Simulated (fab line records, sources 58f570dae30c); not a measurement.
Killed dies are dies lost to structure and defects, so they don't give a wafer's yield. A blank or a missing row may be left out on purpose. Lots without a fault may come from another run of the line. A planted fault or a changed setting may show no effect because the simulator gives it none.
Which tool did it? | flow berkeley_cmos170 | 15 lots, 45 wafers sampled, at 5 steps of a route of 331

WHAT THE GAUGES READ, wafer by wafer
UCB170_START_BOW_MEAS_00.
lot  | measured    | on            | INCOMING_BOW (um)
L249 | day 1 15:00 | film_metro-01 | 15 2 1
L251 | day 2 01:00 | film_metro-02 | -4 -7 2
L252 | day 2 06:04 | film_metro-01 | -7 -3 -11
L253 | day 2 11:02 | film_metro-01 | 0 -11 4
L255 | day 2 21:00 | film_metro-02 | -10 -5 3
L257 | day 3 07:00 | film_metro-02 | 4 -3 -12
L258 | day 3 12:00 | film_metro-02 | 9 1 10
L259 | day 3 17:00 | film_metro-01 | 14 2 2
L260 | day 3 22:20 | film_metro-01 | 3 -15 -5
L261 | day 4 03:00 | film_metro-02 | -3 4 7
L263 | day 4 13:00 | film_metro-02 | -4 -3 -12
L264 | day 4 18:00 | film_metro-01 | -3 -3 3
L265 | day 4 23:02 | film_metro-01 | 0 -2 -1
L270 | day 6 00:02 | film_metro-01 | -8 -4 9
L271 | day 6 05:02 | film_metro-03 | 13 -8 -7

UCB170_NWELL_OVL_MEAS_12.
lot  | measured    | on         | NWELL_OVL (nm)
L249 | day 2 16:16 | overlay-01 | -3 -10 -3
L251 | day 2 22:40 | overlay-01 | 5 7 5
L252 | day 3 07:29 | overlay-02 | 0 -2 -9
L253 | day 3 07:47 | overlay-01 | -1 -3 -3
L255 | day 3 19:30 | overlay-01 | -8 -8 -7
L257 | day 4 03:52 | overlay-02 | 3 -7 1
L258 | day 4 13:57 | overlay-01 | 3 6 2
L259 | day 4 20:19 | overlay-01 | 9 9 9
L260 | day 5 08:02 | overlay-01 | 8 11 9
L261 | day 5 08:17 | overlay-01 | -2 -6 1
L263 | day 5 14:59 | overlay-02 | -2 -3 -6
L264 | day 5 14:54 | overlay-01 | -3 -7 0
L265 | day 5 22:17 | overlay-01 | -1 1 -2
L270 | day 6 23:08 | overlay-02 | -10 -4 -5
L271 | day 7 07:37 | overlay-01 | 1 3 4

UCB170_PVT_OVL_MEAS_06.
lot  | measured     | on         | PVT_OVL (nm)
L249 | day 6 10:23  | overlay-02 | 1 -10 -5
L251 | day 6 10:44  | overlay-02 | -4 -9 -8
L252 | day 7 04:13  | overlay-01 | -12 -12 -7
L253 | day 7 03:55  | overlay-01 | -11 -9 -14
L255 | day 7 03:55  | overlay-02 | -3 -2 -3
L257 | day 7 09:38  | overlay-02 | -2 -7 -11
L258 | day 7 19:31  | overlay-02 | -13 -6 -4
L259 | day 8 05:00  | overlay-02 | 2 3 -1
L260 | day 8 15:54  | overlay-02 | -11 -12 -12
L263 | day 8 23:14  | overlay-02 | -8 -12 -6
L270 | day 10 14:20 | overlay-02 | -2 1 8
L271 | day 10 16:03 | overlay-02 | 6 3 -1

WHICH TOOL RAN EACH LOT (tool, then ch and the chambers of the sampled wafers, then the start)
lot  | UCB170_PWELL_ETCH_14              | UCB170_PWELL_STRIP_16
L249 | rie_diel-04 ch 0,1,2, day 3 11:30 | plasma_asher-02 ch 0,1, day 3 11:45
L251 | rie_diel-01 ch 0,1,3, day 3 17:31 | plasma_asher-04 ch 0,1, day 3 17:46
L252 | rie_diel-03 ch 1,2,3, day 4 05:23 | plasma_asher-02 ch 0,1, day 4 05:40
L253 | rie_diel-01 ch 0,3, day 4 05:08   | plasma_asher-04 ch 0,1, day 4 05:26
L255 | rie_diel-04 ch 0,1,2, day 4 14:03 | plasma_asher-04 ch 0,1, day 4 14:18
L257 | rie_diel-04 ch 1,2, day 4 21:32   | plasma_asher-04 ch 0,1, day 4 21:47
L258 | rie_diel-03 ch 1,3, day 5 09:19   | plasma_asher-01 ch 0,1, day 5 09:34
L259 | rie_diel-03 ch 0,2, day 5 16:34   | plasma_asher-01 ch 0,1, day 5 16:49
L260 | rie_diel-04 ch 0,1,3, day 5 22:35 | plasma_asher-01 ch 0,1, day 5 22:50
L261 | rie_diel-03 ch 1,2,3, day 5 22:35 | plasma_asher-02 ch 0,1, day 5 22:50
L263 | rie_diel-01 ch 0,1,2, day 6 12:33 | plasma_asher-02 ch 0,1, day 6 12:48
L264 | rie_diel-03 ch 1,2,3, day 6 04:50 | plasma_asher-04 ch 0,1, day 6 05:05
L265 | rie_diel-03 ch 1,3, day 6 14:40   | plasma_asher-04 ch 0,1, day 6 14:57
L270 | rie_diel-01 ch 2,3, day 7 19:01   | plasma_asher-01 ch 0,1, day 7 19:18
L271 | rie_diel-01 ch 1,2,3, day 8 00:29 | plasma_asher-01 ch 0,1, day 8 00:44
- UCB170_PWELL_ETCH_14: etches Si3N4 in CH3F/Ar/O2, stops on SiO2, target depth 242 nm, time 151 s.
- UCB170_PWELL_STRIP_16: strips in O2.

WHAT THE TOOLS THEMSELVES READ (means of the sampled wafers that have a number; where no wafer has one, the mark that the record gives instead)
UCB170_PWELL_ETCH_14.
lot  | tool        | drypump_motor_current_A (A) | mfc_ar_sccm (sccm) | oes_product_au (a.u.) | rf_fwd_power_W (W) | run_length_s (s) | throttle_valve_pct (%)
L249 | rie_diel-04 | 5.3                         | 49.99              | 0.946                 | 449.5              | 179.2            | 8.18
L251 | rie_diel-01 | 6.1                         | 50.01              | 0.956                 | 447.6              | 179.0            | 8.10
L252 | rie_diel-03 | 5.9                         | 49.91              | 0.928                 | 448.4              | 179.3            | 8.14
L253 | rie_diel-01 | 6.1                         | 50.15              | 0.962                 | 449.4              | 179.4            | 8.09
L255 | rie_diel-04 | 5.3                         | 49.89              | 0.938                 | 449.2              | 179.3            | 8.20
L257 | rie_diel-04 | 5.1                         | 49.81              | 0.924                 | 448.0              | 179.6            | 8.18
L258 | rie_diel-03 | 6.1                         | 49.79              | 0.922                 | 448.2              | 179.3            | 8.19
L259 | rie_diel-03 | 6.1                         | 49.97              | 0.935                 | 447.1              | 179.0            | 8.05
L260 | rie_diel-04 | 5.5                         | 49.98              | 0.935                 | 446.7              | 179.1            | 8.10
L261 | rie_diel-03 | 5.9                         | 49.99              | 0.981                 | -                  | 156.0            | 8.13
L263 | rie_diel-01 | 6.1                         | 50.01              | 0.936                 | 447.2              | 179.2            | 8.15
L264 | rie_diel-03 | 5.9                         | 50.03              | 0.985                 | -                  | 156.1            | 8.14
L265 | rie_diel-03 | 5.9                         | 50.06              | 0.988                 | -                  | 156.1            | 8.11
L270 | rie_diel-01 | 6.0                         | 49.93              | 0.957                 | 447.6              | 179.1            | 8.20
L271 | rie_diel-01 | 6.1                         | 50.11              | 0.951                 | 449.3              | 179.1            | 8.15

UCB170_PWELL_STRIP_16.
lot  | tool            | drypump_motor_current_A (A) | oes_product_au (a.u.) | strip_time_to_endpoint_s (s)
L249 | plasma_asher-02 | 5.9                         | 0.721                 | 18.13
L251 | plasma_asher-04 | 5.8                         | 0.719                 | 18.10
L252 | plasma_asher-02 | 6.1                         | 0.723                 | 18.18
L253 | plasma_asher-04 | 5.7                         | 0.718                 | 18.09
L255 | plasma_asher-04 | 5.7                         | 0.722                 | 18.05
L257 | plasma_asher-04 | 5.5                         | 0.719                 | 18.03
L258 | plasma_asher-01 | 5.7                         | 0.719                 | 18.13
L259 | plasma_asher-01 | 5.4                         | 0.718                 | 18.14
L260 | plasma_asher-01 | 5.5                         | 0.713                 | 18.11
L261 | plasma_asher-02 | 5.9                         | 0.726                 | 18.71
L263 | plasma_asher-02 | 6.1                         | 0.721                 | 17.94
L264 | plasma_asher-04 | 5.8                         | 0.719                 | 18.62
L265 | plasma_asher-04 | 5.7                         | 0.721                 | 18.65
L270 | plasma_asher-01 | 5.7                         | 0.719                 | 18.09
L271 | plasma_asher-01 | 5.4                         | 0.721                 | 18.13

THE ANSWER, worked out from the rows above alone
Rule: what is usual is taken from the lots themselves. Put in order of their means at a reading, lots are off if they are a third of the lots or fewer, leave a main group of 4 or more, and stand apart from it by a gap of 3 or more times the standard deviation of the main group's means; of several such gaps the widest counts. A main group whose means are all the same, to the digits that the tables above print for the reading, isn't used. A lot without any number at a reading at which 4 lots or more have one is off too. The other lots that the step has rows for count as sound. The gauges are gone through in route order, then the tools' own readings, and for those a lot's mean is taken as printed above. The first step at which some lot is off is used, and at that step the reading that is off furthest; a lot without a number counts as furthest.
Off: L261, L264, L265, at UCB170_PWELL_ETCH_14 (rf_fwd_power_W). Without a number there: L261, L264, L265. The main group: mean 448.2 W, standard deviation 0.94.
A tool fits if, at that step or a process step before it, it ran every lot that is off, and no sound lot after the first of them. One fits: rie_diel-03 at UCB170_PWELL_ETCH_14. Its last sound lot is L259 (day 5 16:34), its first lot that is off L261 (day 5 22:35): a fault that began between those two fits.
The tool's own readings at UCB170_PWELL_ETCH_14 bear it out: on the lots that are off they differ by more than 5 times the standard deviation of the sound lots' means. run_length_s reads 156.1 s there against 179.2 s on the sound lots.
Blank at UCB170_PWELL_ETCH_14 on the lots that are off, where sound lots have numbers: rf_fwd_power_W.

WHAT THE SIMULATOR HAD PUT IN
Process parameter drift: rie_diel-03, from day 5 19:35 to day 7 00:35, at UCB170_PWELL_ETCH_14. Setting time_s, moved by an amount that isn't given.
Lots struck among those shown: L261, L264, L265. The rule above found the same.
